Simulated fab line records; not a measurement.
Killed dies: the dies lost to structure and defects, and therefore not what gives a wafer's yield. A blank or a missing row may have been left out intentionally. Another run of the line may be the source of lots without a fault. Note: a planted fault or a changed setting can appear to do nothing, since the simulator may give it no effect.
Which tool did it? ; flow berkeley_cmos170 ; 42 wafers from 14 lots sampled at 2 of the route's 331 steps

== WHAT THE GAUGES READ, wafer by wafer ==
UCB170_PWELL_TW_MEAS_17.
lot;measured;on;PWELL_TW
L303;day 3 09:50;film_metro-04;383 386 385
L304;day 3 17:49;film_metro-04;387 383 386
L305;day 4 03:26;film_metro-03;378 378 381
L308;day 4 20:14;film_metro-01;376 378 377
L310;day 5 00:52;film_metro-01;383 382 381
L312;day 5 04:08;film_metro-01;383 381 380
L313;day 5 09:09;film_metro-01;383 382 381
L315;day 5 20:26;film_metro-01;381 384 380
L318;day 6 13:29;film_metro-04;383 384 382
L319;day 6 13:35;film_metro-04;381 381 382
L322;day 7 19:31;film_metro-03;377 377 378
L323;day 7 19:47;film_metro-04;385 383 384
L324;day 7 22:55;film_metro-04;384 385 383
L325;day 8 06:40;film_metro-03;378 375 377

UCB170_PFIELD_OVL_MEAS_06.
lot;measured;on;PFIELD_OVL (nm)
L303;day 4 16:08;overlay-02;-9 -4 -12
L304;day 5 04:00;overlay-01;1 7 5
L305;day 5 15:05;overlay-02;-8 -5 -11
L308;day 6 04:21;overlay-02;-6 -5 0
L310;day 6 08:20;overlay-02;8 8 4
L312;day 6 08:37;overlay-01;-4 -5 1
L313;day 6 19:08;overlay-01;-5 3 6
L315;day 7 12:02;overlay-02;14 9 3
L318;day 8 02:47;overlay-01;-2 -8 -8
L319;day 8 03:08;overlay-01;6 1 -1
L322;day 9 15:43;overlay-01;-1 -2 -6
L323;day 10 01:03;overlay-01;-6 -2 -6
L324;day 10 00:48;overlay-01;8 -1 5
L325;day 10 00:59;overlay-02;5 8 4

== EACH LOT AND THE TOOL THAT RAN IT (in order: tool; ch and the chambers of the sampled wafers; start) ==
Record: no process step prior to these readings.

== WHAT THE TOOLS THEMSELVES READ (means of the sampled wafers that have a number; where no wafer has one, the mark that the record gives instead) ==
The record holds no such reading with a usual standard deviation.

== THE ANSWER, worked out from the rows above alone ==
Rule: what is usual is taken from the lots themselves. Put in order of their means at a reading, lots are off if they are a third of the lots or fewer, leave a main group of 4 or more, and stand apart from it by a gap of 3 or more times the standard deviation of the main group's means; of several such gaps the widest counts. The tables above print the reading to a certain number of digits; a main group whose means all agree to those digits is not used. A lot without any number at a reading at which 4 lots or more have one is off too. Where the step has rows for the other lots, those lots are counted as sound. The gauges are gone through in route order, then the tools' own readings, and for those a lot's mean is taken as printed above. At the first step where some lot is off, the reading lying furthest off is the one used; lots without a number count as furthest.
Across all readings shown, no lot is off: no conclusion can be drawn from this.

== WHAT THE SIMULATOR PUT IN ==
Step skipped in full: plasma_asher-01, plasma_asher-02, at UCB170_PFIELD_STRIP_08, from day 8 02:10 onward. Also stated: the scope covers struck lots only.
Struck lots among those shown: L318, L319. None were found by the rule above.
